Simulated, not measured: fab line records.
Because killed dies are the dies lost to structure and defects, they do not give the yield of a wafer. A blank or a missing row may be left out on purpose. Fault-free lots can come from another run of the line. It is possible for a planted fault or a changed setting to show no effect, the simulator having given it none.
Which tool is to blame? + flow rit-cmos + 14 lots, 42 wafers sampled, at 4 steps of a route of 202

== WHAT THE GAUGES SHOWED, per wafer ==
RIT_CONTACT_THK_MEAS_01.
| lot  | measured    | on            | CONTACT_TEOS_THK (nm) |
|------|-------------|---------------|-----------------------|
| L925 | day 3 06:40 | film-metro-01 | 404 397 394           |
| L926 | day 3 13:33 | film-metro-04 | 394 395 403           |
| L927 | day 3 19:50 | film-metro-01 | 395 400 401           |
| L928 | day 3 23:05 | film-metro-02 | 392 393 403           |
| L929 | day 4 02:49 | film-metro-02 | 393 394 401           |
| L930 | day 4 07:41 | film-metro-02 | 396 399 403           |
| L931 | day 4 14:11 | film-metro-01 | 394 396 407           |
| L933 | day 4 23:27 | film-metro-04 | 395 390 403           |
| L935 | day 5 09:55 | film-metro-01 | 410 274 409           |
| L936 | day 5 19:29 | film-metro-02 | 390 398 397           |
| L937 | day 5 21:29 | film-metro-04 | 398 404 393           |
| L938 | day 6 01:12 | film-metro-02 | 405 275 280           |
| L943 | day 7 03:14 | film-metro-04 | 403 395 412           |
| L946 | day 7 16:59 | film-metro-02 | 403 397 393           |

== TOOL THAT RAN EACH LOT (tool first, then ch and the chambers of the sampled wafers, then the start) ==
| lot  | RIT_NRETRO_STRIP_09                 | RIT_NSD_STRIP_09                    | RIT_CONTACT_CVD_00             |
|------|-------------------------------------|-------------------------------------|--------------------------------|
| L925 | plasma-asher-03 ch 0,1, day 2 10:48 | plasma-asher-01 ch 0,1, day 3 03:34 | pecvd-04 ch 0,1,2, day 3 06:36 |
| L926 | plasma-asher-01 ch 0,1, day 2 16:16 | plasma-asher-01 ch 0,1, day 3 10:18 | pecvd-03 ch 0,1,2, day 3 13:30 |
| L927 | plasma-asher-04 ch 0,1, day 2 21:31 | plasma-asher-01 ch 0,1, day 3 16:28 | pecvd-01 ch 1, day 3 19:45     |
| L928 | plasma-asher-03 ch 0,1, day 3 01:51 | plasma-asher-04 ch 0,1, day 3 19:56 | pecvd-04 ch 1,2, day 3 23:02   |
| L929 | plasma-asher-04 ch 0,1, day 3 06:32 | plasma-asher-04 ch 0,1, day 3 23:41 | pecvd-03 ch 0,1,2, day 4 02:46 |
| L930 | plasma-asher-03 ch 0,1, day 3 11:14 | plasma-asher-04 ch 0,1, day 4 04:26 | pecvd-01 ch 0,1, day 4 07:38   |
| L931 | plasma-asher-03 ch 0,1, day 3 16:43 | plasma-asher-04 ch 0,1, day 4 11:03 | pecvd-04 ch 0,1,2, day 4 14:08 |
| L933 | plasma-asher-03 ch 0,1, day 4 03:13 | plasma-asher-04 ch 0,1, day 4 20:12 | pecvd-01 ch 1,2, day 4 23:24   |
| L935 | plasma-asher-03 ch 0,1, day 4 13:07 | plasma-asher-01 ch 0,1, day 5 06:41 | pecvd-03 ch 0,1,2, day 5 09:51 |
| L936 | plasma-asher-03 ch 0, day 4 18:14   | plasma-asher-01 ch 0,1, day 5 16:21 | pecvd-01 ch 0,2, day 5 19:26   |
| L937 | plasma-asher-03 ch 0,1, day 4 23:24 | plasma-asher-01 ch 0,1, day 5 18:22 | pecvd-04 ch 0,1, day 5 21:25   |
| L938 | plasma-asher-03 ch 0,1, day 5 04:37 | plasma-asher-02 ch 0,1, day 5 21:58 | pecvd-03 ch 0,2, day 6 01:08   |
| L943 | plasma-asher-04 ch 0,1, day 6 06:07 | plasma-asher-01 ch 0,1, day 6 23:59 | pecvd-04 ch 0,1, day 7 03:10   |
| L946 | plasma-asher-03 ch 0,1, day 6 20:37 | plasma-asher-04 ch 0,1, day 7 13:46 | pecvd-04 ch 0,1,2, day 7 16:55 |
- RIT_NRETRO_STRIP_09: strips in O2, time 180 s.
- RIT_NSD_STRIP_09: strips in O2, time 180 s.
- RIT_CONTACT_CVD_00: deposits SiO2 from TEOS, target thk 400 nm, time 61 s.

== AS READ BY THE TOOLS THEMSELVES (means over the sampled wafers that have a number; for cases with no such wafer, the mark the record gives instead) ==
RIT_NRETRO_STRIP_09.
| lot  | tool            | drypump-motor-current-A (A) | rf-refl-power-W (W) |
|------|-----------------|-----------------------------|---------------------|
| L925 | plasma-asher-03 | 5.3                         | 6.7                 |
| L926 | plasma-asher-01 | 5.5                         | 5.4                 |
| L927 | plasma-asher-04 | 6.3                         | 5.7                 |
| L928 | plasma-asher-03 | 5.3                         | 6.6                 |
| L929 | plasma-asher-04 | 6.3                         | 5.8                 |
| L930 | plasma-asher-03 | 5.3                         | 6.6                 |
| L931 | plasma-asher-03 | 5.3                         | 6.3                 |
| L933 | plasma-asher-03 | 5.7                         | 5.3                 |
| L935 | plasma-asher-03 | 5.3                         | 6.6                 |
| L936 | plasma-asher-03 | 4.9                         | 7.9                 |
| L937 | plasma-asher-03 | 5.7                         | 5.0                 |
| L938 | plasma-asher-03 | 5.7                         | 5.1                 |
| L943 | plasma-asher-04 | 6.0                         | 5.1                 |
| L946 | plasma-asher-03 | 5.3                         | 6.6                 |

RIT_NSD_STRIP_09.
| lot  | tool            | drypump-motor-current-A (A) | rf-refl-power-W (W) |
|------|-----------------|-----------------------------|---------------------|
| L925 | plasma-asher-01 | 5.5                         | 5.3                 |
| L926 | plasma-asher-01 | 5.7                         | 6.1                 |
| L927 | plasma-asher-01 | 5.7                         | 6.1                 |
| L928 | plasma-asher-04 | 6.3                         | 5.8                 |
| L929 | plasma-asher-04 | 6.2                         | 5.8                 |
| L930 | plasma-asher-04 | 6.3                         | 5.8                 |
| L931 | plasma-asher-04 | 6.3                         | 5.9                 |
| L933 | plasma-asher-04 | 6.2                         | 5.7                 |
| L935 | plasma-asher-01 | 5.7                         | 6.2                 |
| L936 | plasma-asher-01 | 5.7                         | 6.1                 |
| L937 | plasma-asher-01 | 5.4                         | 5.3                 |
| L938 | plasma-asher-02 | 5.3                         | 7.1                 |
| L943 | plasma-asher-01 | 5.5                         | 5.3                 |
| L946 | plasma-asher-04 | 6.0                         | 5.1                 |

RIT_CONTACT_CVD_00.
| lot  | tool     | heater-power-w (W) | run-length-s (s) |
|------|----------|--------------------|------------------|
| L925 | pecvd-04 | 355                | 88.7             |
| L926 | pecvd-03 | 266                | 89.2             |
| L927 | pecvd-01 | 207                | 88.8             |
| L928 | pecvd-04 | 396                | 88.5             |
| L929 | pecvd-03 | 279                | 89.3             |
| L930 | pecvd-01 | 265                | 88.8             |
| L931 | pecvd-04 | 325                | 88.6             |
| L933 | pecvd-01 | 253                | 88.6             |
| L935 | pecvd-03 | 264                | 82.9             |
| L936 | pecvd-01 | 302                | 89.0             |
| L937 | pecvd-04 | 282                | 88.7             |
| L938 | pecvd-03 | 250                | 76.6             |
| L943 | pecvd-04 | 293                | 88.9             |
| L946 | pecvd-04 | 365                | 88.6             |

== THE ANSWER, worked out from the rows above alone ==
Rule: usual is defined by the lots themselves. Put in order of their means at a reading, lots are off if they are a third of the lots or fewer, leave a main group of 4 or more, and stand apart from it by a gap of 3 or more times the standard deviation of the main group's means; of several such gaps the widest counts. Not used: any main group whose means are identical at the precision the tables above print for the reading. A lot without any number at a reading at which 4 lots or more have one is off too. The other lots that the step has rows for count as sound. The gauges are gone through in route order, then the tools' own readings, and for those a lot's mean is taken as printed above. The first step at which some lot is off is used, and at that step the reading that is off furthest; a lot without a number counts as furthest.
Off: L935, L938, seen at RIT_CONTACT_THK_MEAS_01 (CONTACT_TEOS_THK). Main group: mean 398 nm, sd 2.1.
If a tool, at a process step before that reading, ran all the lots that are off and no sound lot after the first of them, it fits. Not tried: the gauges at RIT_CONTACT_THK_MEAS_01; whatever is off there is also off at RIT_CONTACT_CVD_00, on other tools, and gauge error can't account for it. One fits: RIT_CONTACT_CVD_00 on pecvd-03. Its last sound lot is L929 (day 4 02:46), its first lot that is off L935 (day 5 09:51): a fault that began between those two fits.
On the lots that are off, the tool's own readings at RIT_CONTACT_CVD_00 differ by more than 5 times the standard deviation of the sound lots' means, which bears it out; run-length-s reads 79.8 s there versus 88.8 s on the sound lots.

== WHAT THE SIMULATOR HAD INSERTED ==
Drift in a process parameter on pecvd-03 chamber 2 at RIT_CONTACT_CVD_00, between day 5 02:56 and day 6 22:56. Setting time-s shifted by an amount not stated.
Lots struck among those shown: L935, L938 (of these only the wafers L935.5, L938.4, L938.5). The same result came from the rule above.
